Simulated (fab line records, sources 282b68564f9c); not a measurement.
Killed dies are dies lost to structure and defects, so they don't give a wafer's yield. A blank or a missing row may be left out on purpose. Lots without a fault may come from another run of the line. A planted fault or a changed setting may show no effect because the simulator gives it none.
Split-lot experiment | flow rit_cmos | 5 lots, 23 wafers read, on a route of 202 steps

THE SPLIT
At RIT_M1_SPUTTER_00 (material Al, target thk 400 nm, time 500 s), the setting time_s was moved away from the recipe's 500 s on 9 of the 23 wafers read, by -13.8% to +15.0%. The other wafers ran this setting at the recipe's value.

FROM THE SPLIT TO THE READING: what the file shows between them, 6 steps
- RIT_M1_RS_MEAS_01: measures by four-point-probe
- RIT_M1_THK_MEAS_02: measures by xrf
- RIT_M1_EXPOSE_06: exposes mask M12, target cd 2600 nm (also split here: dose_mj)
- RIT_M1_PEB_07
- RIT_M1_DEVELOP_08: develop time 68 s
- RIT_M1_CD_MEAS_09: target cd 2600 nm

THE READING
oes_product_au, in a.u., at RIT_M1_METAL_ETCH_12 (etches Al in Cl2/BCl3, stops on SiO2, time 165 s, target depth 600 nm). Fault-free wafers of this fab line usually give 0.778 a.u., standard deviation 0.016 a.u..

wafer  | tool, chamber at the split | time_s as run, s | against the recipe | oes_product_au, a.u. | against lot-mates on the recipe
L078.1 | pvd_sputter-01, -          | 574.9            | +15.0%             | 0.827                | +0.049
L078.2 | pvd_sputter-01, -          | 500              | recipe             | 0.789                | -
L078.3 | pvd_sputter-01, -          | 574.9            | +15.0%             | 0.852                | +0.074
L078.5 | pvd_sputter-01, -          | 500              | recipe             | 0.767                | -
L078.6 | pvd_sputter-01, -          | 574.9            | +15.0%             | 0.843                | +0.065
L079.1 | pvd_sputter-02, -          | 431              | -13.8%             | 0.702                | -0.056
L079.2 | pvd_sputter-02, -          | 500              | recipe             | 0.754                | -
L079.3 | pvd_sputter-02, -          | 500              | recipe             | 0.761                | -
L079.5 | pvd_sputter-02, -          | 431              | -13.8%             | 0.705                | -0.053
L079.6 | pvd_sputter-02, -          | 431              | -13.8%             | 0.700                | -0.058
L080.2 | pvd_sputter-01, -          | 500              | recipe             | 0.800                | -
L080.4 | pvd_sputter-01, -          | 500              | recipe             | 0.788                | -
L080.6 | pvd_sputter-01, -          | 500              | recipe             | 0.800                | -
L081.2 | pvd_sputter-02, -          | 500              | recipe             | 0.776                | -
L081.3 | pvd_sputter-02, -          | 500              | recipe             | 0.760                | -
L081.4 | pvd_sputter-02, -          | 500              | recipe             | 0.791                | -
L081.5 | pvd_sputter-02, -          | 500              | recipe             | 0.798                | -
L081.6 | pvd_sputter-02, -          | 500              | recipe             | 0.780                | -
L085.1 | pvd_sputter-02, -          | 559.4            | +11.9%             | 0.810                | +0.050
L085.2 | pvd_sputter-02, -          | 500              | recipe             | 0.758                | -
L085.3 | pvd_sputter-02, -          | 500              | recipe             | 0.763                | -
L085.4 | pvd_sputter-02, -          | 559.4            | +11.9%             | 0.821                | +0.060
L085.5 | pvd_sputter-02, -          | 559.4            | +11.9%             | 0.814                | +0.053

THE FIT
A straight line over all 23 wafers: oes_product_au changes by +0.00447 a.u. for each +1% of time_s; r = +0.93; the points scatter about the line by 0.015 a.u..
The same after taking each lot's own level away (the mean of its wafers on the recipe; 23 wafers): +0.0042 a.u. for each +1%; r = +0.97; scatter 0.009 a.u..
On that fit, the largest move of time_s shifts the reading by 0.063 a.u..
The lots' own levels span 0.7575 to 0.7960 a.u., that is 2.4 times the standard deviation above.
So the lot-to-lot level changes the slope little: the two slopes agree.
Check: with one of the wafers moved furthest among these (+15.0%) left out of the fit, the line predicts +0.0665 a.u. for it against its lot-mates. It came out at +0.049 a.u. against them.

OTHER SPLITS ON THESE WAFERS
These wafers also went through other splits before the reading. Each is held against what the fit with the lots' levels taken away leaves over:
other split on the same wafers | wafers away from the commonest value | r with oes_product_au (lot level and that fit taken away)
RIT_M1_EXPOSE_06 dose_mj       | 11                                   | +0.16

THE WHOLE CHAIN: every reading that the file lists as answering this split, in the file's order
step                 | what it does                                                          | reading                                                                     | change (the file's fit)                   | r (the file's)
RIT_M1_SPUTTER_00    | material Al, target thk 400 nm, time 500 s                            | Al_of_M1_SPUTTER_00.thk_nm (the simulator's own value, which no gauge read) | +3.96 nm for each +1% of the setting      | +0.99
RIT_M1_RS_MEAS_01    | measures by four-point-probe                                          | M1_AL_RS                                                                    | -0.000745 for each +1% of the setting     | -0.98
RIT_M1_THK_MEAS_02   | measures by xrf                                                       | M1_AL_THK                                                                   | +3.97 for each +1% of the setting         | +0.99
RIT_M1_METAL_ETCH_12 | etches Al in Cl2/BCl3, stops on SiO2, time 165 s, target depth 600 nm | oes_product_au                                                              | +0.00421 a.u. for each +1% of the setting | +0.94

THE FILE'S OWN FIT
oes_product_au changes by +0.00421 a.u. for each +1% of time_s, r = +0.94.
